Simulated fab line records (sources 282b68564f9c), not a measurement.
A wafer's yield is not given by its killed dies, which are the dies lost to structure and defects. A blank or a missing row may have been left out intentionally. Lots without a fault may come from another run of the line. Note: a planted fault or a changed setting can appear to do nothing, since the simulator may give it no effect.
Which of the tools did it? | flow ritCmos | 6 lots (18 wafers sampled), 1 step of a 202-step route

## WHAT THE GAUGES READ, wafer by wafer
RIT_CONTACT_CD_MEAS_90: the cd target is 1000 nm.
lot  | measured    | on       | cdNm (nm)
L326 | day 3 20:08 | cdSem-02 | 1002.3 1000.4 1002.2
L329 | day 4 07:23 | cdSem-01 | 1001.6 999.2 1000.5
L335 | day 5 19:31 | cdSem-01 | 998.0 996.5 999.8
L340 | day 6 18:46 | cdSem-01 | 1001.2 1001.3 1002.1
L345 | day 7 14:40 | cdSem-01 | 1003.0 1002.2 1001.6
L347 | day 8 03:11 | cdSem-02 | 1002.1 1001.1 1001.8

## WHAT TOOL EACH LOT RAN ON (gives the tool, then ch and the chambers of the sampled wafers, and finally the start)
Before these readings, the record contains no process step.

## THE ANSWER, worked out from the rows above alone
Rule: what is usual is taken from the lots themselves. Put in order of their means at a reading, lots are off if they are a third of the lots or fewer, leave a main group of 4 or more, and stand apart from it by a gap of 3 or more times the standard deviation of the main group's means; of several such gaps the widest counts. A main group is skipped when, at the precision printed for the reading in the tables above, its means are all equal. Also off: a lot with no number at a reading for which 4 or more lots have one. Any other lot the step has rows for is counted as sound.
Off, at RIT_CONTACT_CD_MEAS_90 on cdNm: L335. The main group has a mean of 1001.5 nm with a standard deviation of 0.6.
If a tool, at a process step before that reading, ran all the lots that are off and no sound lot after the first of them, it fits. Those tools and the gauges at RIT_CONTACT_CD_MEAS_90 are tried in the same way. None of those tried fits.

## WHAT THE SIMULATOR HAD PUT IN
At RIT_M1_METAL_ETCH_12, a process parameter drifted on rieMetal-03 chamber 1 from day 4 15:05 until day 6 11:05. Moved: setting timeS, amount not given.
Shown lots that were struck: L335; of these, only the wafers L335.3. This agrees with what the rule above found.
